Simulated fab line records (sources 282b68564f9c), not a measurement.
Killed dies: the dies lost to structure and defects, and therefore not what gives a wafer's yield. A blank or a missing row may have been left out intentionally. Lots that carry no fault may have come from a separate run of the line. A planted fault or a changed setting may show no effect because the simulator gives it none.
Split-lot experiment ; flow rit cmos ; route with 202 steps; 5 lots, 23 wafers read

== SPLIT DETAILS ==
At RIT_GATE_CVD_08 (deposits poly-Si from SiH4, target thk 250 nm, time 2220 s), the setting time s was moved away from the recipe's 2220 s on 20 of the 23 wafers read, by -11.1% to +10.0%. For the rest of the wafers, this setting stayed at what the recipe calls for.

Between the split and the reading, the file records no step.

== THE READING ==
GATE_POLY_THK (nm), taken at RIT_GATE_THK_MEAS_09. On this fab line, fault-free wafers typically give 250.9 nm with a standard deviation of 1.8 nm.

wafer;tool, chamber at the split;time s as run, s;against the recipe;GATE_POLY_THK, nm;against lot-mates on the recipe
L075.2;-, -;2118;-4.6%;239.1;no lot-mate on the recipe
L075.3;-, -;2118;-4.6%;240.3;no lot-mate on the recipe
L075.4;-, -;2118;-4.6%;238.4;no lot-mate on the recipe
L075.5;-, -;2118;-4.6%;239.1;no lot-mate on the recipe
L075.6;-, -;2118;-4.6%;240.0;no lot-mate on the recipe
L076.1;-, -;2442;+10.0%;275.6;no lot-mate on the recipe
L076.2;-, -;2442;+10.0%;275.9;no lot-mate on the recipe
L076.4;-, -;2442;+10.0%;278.5;no lot-mate on the recipe
L076.5;-, -;2442;+10.0%;277.0;no lot-mate on the recipe
L076.6;-, -;2442;+10.0%;277.5;no lot-mate on the recipe
L081.3;lpcvd-01, 0;2220;recipe;251.7;-
L081.4;lpcvd-01, 0;2220;recipe;251.8;-
L081.6;lpcvd-01, 0;2220;recipe;253.2;-
L082.1;-, -;1974;-11.1%;224.8;no lot-mate on the recipe
L082.3;-, -;1974;-11.1%;222.5;no lot-mate on the recipe
L082.4;-, -;1974;-11.1%;223.5;no lot-mate on the recipe
L082.5;-, -;1974;-11.1%;225.0;no lot-mate on the recipe
L082.6;-, -;1974;-11.1%;224.7;no lot-mate on the recipe
L085.2;-, -;2365;+6.5%;265.1;no lot-mate on the recipe
L085.3;-, -;2365;+6.5%;266.0;no lot-mate on the recipe
L085.4;-, -;2365;+6.5%;267.4;no lot-mate on the recipe
L085.5;-, -;2365;+6.5%;268.6;no lot-mate on the recipe
L085.6;-, -;2365;+6.5%;266.8;no lot-mate on the recipe

FIT RESULTS
A straight line over all 23 wafers: GATE_POLY_THK changes by +2.49 nm for each +1% of time s; r = +1.00; the points scatter about the line by 1.2 nm.
Too few moved wafers with a lot-mate on the recipe to fit a line net of each lot's own level.

== THE WHOLE CHAIN: every reading that the file lists as answering this split, in the file's order ==
step;what it does;reading;change (the file's fit);r (the file's)
RIT_GATE_CVD_08;deposits poly-Si from SiH4, target thk 250 nm, time 2220 s;poly-Si_of_GATE_CVD_08.thk nm (the simulator's own value, which no gauge read);+2.49 nm for each +1% of the setting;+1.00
RIT_GATE_THK_MEAS_09;;GATE_POLY_THK;+2.49 for each +1% of the setting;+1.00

== THE FILE'S OWN FIT ==
GATE_POLY_THK changes by +2.49 nm for each +1% of time s, r = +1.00.
